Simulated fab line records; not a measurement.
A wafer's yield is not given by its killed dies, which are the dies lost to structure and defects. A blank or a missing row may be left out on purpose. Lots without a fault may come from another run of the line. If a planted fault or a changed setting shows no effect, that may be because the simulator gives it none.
Comparing a struck lot with a sound one / flow rit-cmos / 17 steps out of a route of 202
Sound: these wafers, L453.1, L453.4, L453.6. Wafers struck: L460.3, L460.5, L460.6. Last of all comes the cause.
Each step with rows lists, per side, the tool, then ch with its chambers, then its first start. Under that, the readings that differ: sound wafers / struck wafers / difference of the means / sigmas: that difference in standard deviations of wafers without a fault.
alike: same words and numbers on both sides, and readings whose means sit less than 2 such deviations apart. not compared: any withheld reading, any reading some wafer has no value for, any bound like >300 that may hide the same value, and any number with overlapping values for which the record gives no deviation.
Wherever a step has rows on one side only, a row that says differs or no value, or a row with sigmas, the two part there. Numbers that don't overlap but have no deviation are shown without sigmas and don't part them. A reading missing from all wafers of one side parts the sides only when that side holds two or more wafers.

first, 1 step without rows for these wafers: RIT_PLDD_IMPLANT_08.
RIT_PLDD_STRIP_09: strips in O2, time 180 s.
  sound on plasma-asher-04 ch 0,1, day 3 08:09; struck on plasma-asher-01 ch 0,1, day 4 17:31
  alike: drypump-motor-current-A, rf-refl-power-W
  not compared: rf-hours-counter-h
RIT_PLDD_TW_MEAS_10:
  sound: film-metro-04 at day 3 08:19; struck: film-metro-04 at day 4 17:39
  alike: PLDD_TW
then, 4 steps without rows for these wafers: RIT_SPACER_CLEAN_00 (cleans in SC1, time 600 s); RIT_SPACER_CLEAN_01 (cleans in dHF, time 30 s); RIT_SPACER_CLEAN_02 (cleans in SC2, time 600 s); RIT_SPACER_CVD_03 (deposits Si3N4 from SiH2Cl2/NH3, target thk 250 nm, time 3300 s).
RIT_SPACER_THK_MEAS_04:
  sound: film-metro-04 at day 3 10:42; struck: film-metro-04 at day 4 20:02
  alike: SPACER_NITRIDE_THK
RIT_SPACER_ETCHBACK_05: etches Si3N4 in SF6/CHF3, stops on SiO2, target depth 250 nm, time 240 s.
  sound on rie-diel-02 ch 0,1,2, day 3 10:46; struck on rie-diel-02 ch 0,1,2, day 4 20:04
  alike: CHF3_flow_sccm, drypump-motor-current-A, oes-product-au, throttle-valve-pct
  not compared: rf-hours-counter-h
then, 3 steps without rows for these wafers: RIT_NSD_HMDS_00 (prime time 60 s); RIT_NSD_COAT_01 (resist thk 1000 nm); RIT_NSD_SOFTBAKE_02 (time 60 s).
RIT_NSD_EXPOSE_03: exposes mask M9, target cd 40700 nm.
  sound on iline-stepper-02 ch 0, day 3 11:29; struck on iline-stepper-01 ch 0, day 4 20:50
reading=model.NSD.overlay-x-nm (nm); sound=-1.319 -1.319 -1.319; struck=421 421 421; difference=+422; sigmas=
  alike: mask
then, 2 steps without rows for these wafers: RIT_NSD_PEB_04; RIT_NSD_DEVELOP_05 (develop time 50 s).
RIT_NSD_OVL_MEAS_06:
  sound: overlay-02 at day 3 11:53; struck: overlay-01 at day 4 21:25
reading=NSD_OVL (nm); sound=-0.4 -1.2 -2.7; struck=421.9 421.2 422.2; difference=+423.2; sigmas=+99 or more
  not compared: hold
RIT_M1_PROBE_99:
  sound wafers here have rows in the record (prober-02, day 3 22:03); struck ones have none

WHERE THEY PART
First at RIT_NSD_OVL_MEAS_06; last, within this record, at RIT_M1_PROBE_99.

WHY: what the simulator had put in
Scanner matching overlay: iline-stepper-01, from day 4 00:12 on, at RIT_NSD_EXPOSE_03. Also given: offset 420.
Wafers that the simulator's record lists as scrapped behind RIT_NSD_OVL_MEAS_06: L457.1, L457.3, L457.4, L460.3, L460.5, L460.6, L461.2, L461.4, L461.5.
